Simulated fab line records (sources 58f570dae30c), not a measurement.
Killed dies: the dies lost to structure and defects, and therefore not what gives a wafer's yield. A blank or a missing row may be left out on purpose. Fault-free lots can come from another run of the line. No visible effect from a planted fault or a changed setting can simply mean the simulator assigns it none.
Matching of chambers    flow berkeley_cmos170    UCB170_M2_ETCH_17 on rie_diel-04: 4 sister chambers
The step etches BARC in N2/H2. 4 wafers are shown with their chamber, then 7 later ones without.

== WAFERS WITH THEIR CHAMBER ==
wafer   chamber  throttle_valve_pct (%)
L983.3  2        13.57
L983.4  0        13.36
L994.1  1        13.00
L994.2  3        13.40

== WAFERS WHOSE CHAMBER IS MISSING ==
wafer   throttle_valve_pct (%)
L994.5  13.41
L993.2  13.34
L993.3  13.56
L993.4  13.40
L997.2  13.01
L997.3  13.35
L997.6  13.59

== WHICH CHAMBER EACH WENT THROUGH ==
wafer   from the rows above  in truth
L994.5  3                    3
L993.2  0                    0
L993.3  2                    2
L993.4  3                    3
L997.2  1                    1
L997.3  0                    0
L997.6  2                    2
7 of 7 placed correctly. Not placeable from these rows: 0. Placed wrongly: 0.
How it was worked out, from the rows above alone: a wafer's distance from a chamber is the root of the sum, over the readings, of the square of ((its reading less the chamber's mean) divided by the reading's scatter). The wafer belongs to the nearest chamber; if the next one is less than 2 further off, it can't be placed. For every chamber, the mean is computed from those of its wafers that are shown. The scatter (one wafer shown for each chamber): square how far every hidden wafer sits from the nearest shown wafer, average those squares and take the square root.
